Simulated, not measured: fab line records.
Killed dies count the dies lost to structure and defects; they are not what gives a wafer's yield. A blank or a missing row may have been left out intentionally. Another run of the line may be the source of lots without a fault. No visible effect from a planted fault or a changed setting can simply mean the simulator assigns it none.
fab line records | flow berkeleyCmos170
[record] lots = 14 wafers = 42 lastDay = 12
route steps=331 shown NWELL@28 FIELD@126 M2@272 V2@307
lots that met no fault: taken from a fault-free run of the same line
startH: hours from the record's opening day to when the first of the lot's shown wafers began | waitH: hours since the lot's step before | " as in the row above | L1.1+2: one row covering several wafers at once | - no value present, or no start provided | * or withheld: withheld | < > ~ a bound
route shown NAME@n: NAME is a module with steps in the file, n the number in the route of the first one | usual: the fault-free wafers' mean and standard deviation | same: alike in all rows | chamber/n: place in a boat | sites: readings site by site | _std_site: how widely they spread, as a standard deviation | _edge_site: outer sites' mean less inner sites' | radiusMm: for every site, how far away it sits from the centre of the wafer | mask NAME#n: copy n | behind: tool/chamber where the wafer was last shaped | hold: why the lot went on hold/how many hours it stayed there/how the hold came to an end | device: names the non-switching transistor (n, p or np) | end of line: tests of these same wafers at the route's end | where a step has no rows: the recipe by itself | killed: dies that structure and defects cost at the first sort, which is not the same as the wafer's yield | map: a wafer's dies, marking killed ones x, the rest . and places with no die _
set.NAME: the setting the step ran with; set.NAME@STEP: the setting that earlier step ran with | model.NAME: the simulator's own value behind a step, which no gauge read
a sample of lots followed through the steps of the route, with each step as a table and each wafer as a row
services: the hour from which a tool's chamber was out of use, counted from the record's first day as startH (under 0 if before that day), plus the number of hours and why
[[steps]]
[step UCB170_NWELL_IMPLANT_14]
[recipe] species = P doseCm2 = 1e+13 energyKev = 150 tiltDeg = 7
[usual] tiltDeg = 6.998/0.018
// columns lot.wafer tool chamber startH waitH tiltDeg
L380.2 implanter-04 0 39.12 0.1 6.985
L380.4 " 0 " " 6.988
L380.6 " 0 " " 6.974
L381.3 implanter-04 0 43.21 0.1 6.997
L381.4 " 0 " " 6.974
L381.5 " 0 " " 7.008
L383.1 implanter-03 0 50.05 0.1 6.990
L383.2 " 0 " " 7.003
L383.3 " 0 " " 6.979
L382.2 implanter-01 0 50.32 0.1 7.011
L382.3 " 0 " " 6.997
L382.6 " 0 " " 7.004
L384.2 implanter-04 0 62.86 0.1 7.648
L384.4 " 0 " " 7.673
L384.5 " 0 " " 7.648
L385.3 implanter-03 0 63.39 0.1 6.991
L385.4 " 0 " " 6.992
L385.6 " 0 " " 7.006
L386.2 implanter-04 0 69.94 0.1 7.682
L386.3 " 0 " " 7.695
L386.4 " 0 " " 7.681
L394.1 implanter-03 0 101.28 0.1 7.003
L394.3 " 0 " " 6.997
L394.6 " 0 " " 7.014
L393.2 implanter-03 0 101.54 0.1 6.999
L393.3 " 0 " " 6.989
L393.6 " 0 " " 6.967
L396.1 implanter-01 0 120.08 0.1 6.957
L396.2 " 0 " " 6.971
L396.5 " 0 " " 6.991
L398.1 implanter-01 0 131.13 0.1 6.992
L398.2 " 0 " " 6.990
L398.3 " 0 " " 7.008
L400.2 implanter-04 0 139.03 0.1 6.984
L400.3 " 0 " " 7.027
L400.4 " 0 " " 7.001
L402.1 implanter-03 0 147.72 0.1 7.007
L402.3 " 0 " " 6.986
L402.6 " 0 " " 6.994
L401.3 implanter-04 0 148.34 0.1 6.995
L401.5 " 0 " " 6.989
L401.6 " 0 " " 6.979
[step UCB170_FIELD_THK_MEAS_91]
[recipe] reads = SiO2_of_FIELD_OXIDATION_01
[usual] FIELD_OXIDE_LEFT_2_THK = 353/13
// columns lot.wafer tool chamber startH waitH FIELD_OXIDE_LEFT_2_THK[nm]
L381.3 filmMetro-03 - 126.75 0.0 367
L381.4 " - " " 367
L381.5 " - " " 367
L380.2 filmMetro-01 - 127.27 0.0 369
L380.4 " - " " 360
L380.6 " - " " 374
L384.2 filmMetro-01 - 133.31 0.0 354
L384.4 " - " " 351
L384.5 " - " " 354
L383.1 filmMetro-03 - 133.37 0.0 339
L383.2 " - " " 340
L383.3 " - " " 345
L382.2 filmMetro-01 - 133.48 0.0 345
L382.3 " - " " 349
L382.6 " - " " 352
L386.2 filmMetro-04 - 145.83 0.0 361
L386.3 " - " " 361
L386.4 " - " " 364
L385.3 filmMetro-01 - 146.12 0.0 361
L385.4 " - " " 360
L385.6 " - " " 364
L393.2 filmMetro-01 - 194.76 0.0 371
L393.3 " - " " 380
L393.6 " - " " 376
L394.1 filmMetro-01 - 194.99 0.0 363
L394.3 " - " " 360
L394.6 " - " " 370
L396.1 filmMetro-03 - 210.37 0.0 347
L396.2 " - " " 339
L396.5 " - " " 338
L400.2 filmMetro-03 - 225.42 0.0 333
L400.3 " - " " 332
L400.4 " - " " 335
L398.1 filmMetro-03 - 226.29 0.0 364
L398.2 " - " " 367
L398.3 " - " " 360
L402.1 filmMetro-01 - 240.66 0.0 331
L402.3 " - " " 334
L402.6 " - " " 339
L401.3 filmMetro-01 - 241.19 0.0 343
L401.5 " - " " 349
L401.6 " - " " 357
[step UCB170_M2_SPUTTER_01]
[recipe] material = Al targetThkNm = 900 timeS = 120 powerW = 6000 chamberPressurePa = 0.5
[usual] throttleValvePct = 30.4/0.77
// columns lot.wafer tool chamber startH waitH throttleValvePct
L380.2 pvdSputter-04 - 172.03 0.0 30.5
L380.4 " - " " 30.7
L380.6 " - " " 29.9
L381.3 pvdSputter-02 - 172.36 0.0 28.9
L381.4 " - " " 30.5
L381.5 " - " " 28.8
L383.1 pvdSputter-02 - 176.73 0.0 30.0
L383.2 " - " " 30.2
L383.3 " - " " 29.1
L382.2 pvdSputter-03 - 176.88 0.0 30.8
L382.3 " - " " 32.2
L382.6 " - " " 30.1
L384.2 pvdSputter-04 - 177.03 0.0 30.0
L384.4 " - " " 30.4
L384.5 " - " " 30.5
L385.3 pvdSputter-04 - 189.95 0.0 30.4
L385.4 " - " " 30.6
L385.6 " - " " 30.2
L386.2 pvdSputter-02 - 190.22 0.0 30.0
L386.3 " - " " 30.5
L386.4 " - " " 28.7
L394.1 pvdSputter-04 - 239.00 0.0 30.6
L394.3 " - " " 29.8
L394.6 " - " " 30.7
L393.2 pvdSputter-03 - 239.44 0.0 31.1
L393.3 " - " " 32.2
L393.6 " - " " 32.3
L396.1 pvdSputter-02 - 254.94 0.0 30.3
L396.2 " - " " 31.0
L396.5 " - " " 31.2
L398.1 pvdSputter-03 - 267.09 0.0 32.1
L398.2 " - " " 30.3
L398.3 " - " " 31.5
L400.2 pvdSputter-02 - 270.62 0.0 30.8
L400.3 " - " " 30.0
L400.4 " - " " 29.2
L402.1 pvdSputter-03 - 279.16 0.0 31.3
L402.3 " - " " 30.7
L402.6 " - " " 32.3
L401.3 pvdSputter-04 - 279.66 0.0 29.7
L401.5 " - " " 30.0
L401.6 " - " " 30.8
[step UCB170_V2_STRIP_15]
[recipe] chemistry = O2 powerW = 400 pressureMtorr = 3500 platenTempC = withheld o2FlowSccm = 400 overashFraction = 0.5
[usual] drypumpMotorCurrentA = 5.6/0.44 oesProductAu = 0.722/0.0048 stripTimeToEndpointS = 15.38/0.12
// columns lot.wafer tool chamber startH waitH drypumpMotorCurrentA oesProductAu rfHoursCounterH stripTimeToEndpointS
L380.2 plasmaAsher-01 1 176.86 0.1 6.1 0.722 52 15.45
L380.4 " 0 " " 6.1 0.726 - 15.60
L380.6 " 1 " " 6.1 0.721 - 15.58
L381.3 plasmaAsher-03 1 177.20 0.1 6.2 0.728 - 15.31
L381.4 " 0 " " 5.0 0.719 - 15.39
L381.5 " 0 " " 5.0 0.726 - 15.26
L383.1 plasmaAsher-03 1 181.41 0.1 6.2 0.726 7 15.20
L383.2 " 0 " " 5.0 0.717 7 15.21
L383.3 " 1 " " 6.2 0.723 - 15.42
L382.2 plasmaAsher-01 1 181.77 0.1 6.1 0.719 53 15.40
L382.3 " 0 " " 6.1 0.713 - 15.40
L382.6 " 1 " " 6.1 0.723 - 15.32
L384.2 plasmaAsher-04 0 182.01 0.1 5.6 0.726 42 15.30
L384.4 " 0 " " 5.6 0.715 - 15.63
L384.5 " 1 " " 5.3 0.720 - 15.36
L385.3 plasmaAsher-01 0 195.38 0.1 6.1 0.715 - 15.25
L385.4 " 1 " " 6.1 0.719 - 15.43
L385.6 " 0 " " 6.0 0.717 - 15.44
L386.2 plasmaAsher-03 0 195.71 0.1 5.0 0.722 8 15.42
L386.3 " 0 " " 5.0 0.721 - 15.40
L386.4 " 1 " " 6.2 0.720 - 15.55
L394.1 plasmaAsher-04 1 245.21 0.1 5.3 0.721 48 15.06
L394.3 " 0 " " 5.5 0.720 - 15.17
L394.6 " 0 " " 5.6 0.714 - 15.26
L393.2 plasmaAsher-04 1 245.76 0.1 5.3 0.726 48 15.42
L393.3 " 0 " " 5.6 0.720 - 15.36
L393.6 " 0 " " 5.6 0.724 - 15.62
L396.1 plasmaAsher-01 0 261.41 0.1 6.1 0.732 61 15.32
L396.2 " 1 " " 6.1 0.715 61 15.47
L396.5 " 0 " " 6.1 0.726 - 15.29
L398.1 plasmaAsher-04 1 273.71 0.1 5.3 0.721 53 15.29
L398.2 " 0 " " 5.6 0.723 53 15.28
L398.3 " 1 " " 5.3 0.727 - 15.18
L400.2 plasmaAsher-03 1 277.98 0.1 6.2 0.723 15 15.41
L400.3 " 1 " " 6.2 0.729 - 15.24
L400.4 " 0 " " 5.0 0.724 - 15.22
L402.1 plasmaAsher-03 1 284.58 0.1 6.2 0.716 16 15.29
L402.3 " 1 " " 6.2 0.726 - 15.30
L402.6 " 0 " " 5.0 0.719 - 15.25
L401.3 plasmaAsher-04 1 285.72 0.1 5.3 0.717 - 15.52
L401.5 " 0 " " 5.6 0.716 - 15.56
L401.6 " 1 " " 5.3 0.725 - 15.49
[[services]]
// columns tool chamber startH hours kind
pvdSputter-03 - 57.99 0.5 repair
plasmaAsher-03 - 75.22 1.8 repair
implanter-04 - 76.75 1.9 repair
plasmaAsher-04 - 78.17 8.2 repair
plasmaAsher-04 - 78.69 38.2 repair
implanter-04 - 98.97 10.4 repair
plasmaAsher-03 - 108.75 9.0 pm
plasmaAsher-01 - 116.88 0.9 repair
pvdSputter-04 - 117.33 9.6 repair
pvdSputter-04 - 130.62 1.5 repair
pvdSputter-04 - 138.08 15.0 repair
implanter-03 - 164.96 3.3 repair
pvdSputter-03 - 182.23 2.6 repair
implanter-04 - 199.77 1.6 repair
pvdSputter-02 - 207.21 1.4 repair
implanter-04 - 209.79 16.7 pm
pvdSputter-03 - 216.51 0.8 repair
pvdSputter-04 - 229.50 3.9 repair
plasmaAsher-03 - 248.39 6.6 repair
plasmaAsher-01 - 249.16 1.2 repair
plasmaAsher-03 - 250.81 5.1 repair
plasmaAsher-03 - 257.91 1.4 repair
implanter-04 - 258.49 3.0 pm
implanter-04 - 266.82 1.9 repair
[[key]]
[firstSign] step = UCB170_NWELL_IMPLANT_14 reading = tiltDeg direction = up sigmas = 37 usual = 6.998 struck = 7.671
effect none on later readings
metAt UCB170_NWELL_IMPLANT_14
struckLots L384,L386
testerLeftOut L384,L386
notActingAt UCB170_FIELD_THK_MEAS_91,UCB170_M2_SPUTTER_01,UCB170_V2_STRIP_15
onsetBetween 43.21 62.86
[fault] kind = processParameterDrift tool = implanter-04 chamber = - onsetH = 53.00 steps = UCB170_NWELL_IMPLANT_14 channel = tiltDeg offset = 0.67825 shape = step endH = 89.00 actsIn = theseRecipesOnly stated = 7
// testerLeftOut: of these lots the tester's yield and bins aren't shown, on N5 and GAA mostly nor the transistor test; their killed dies are dies lost to structure and defects alone, not to doping, threshold or leakage, so they don't give the yield
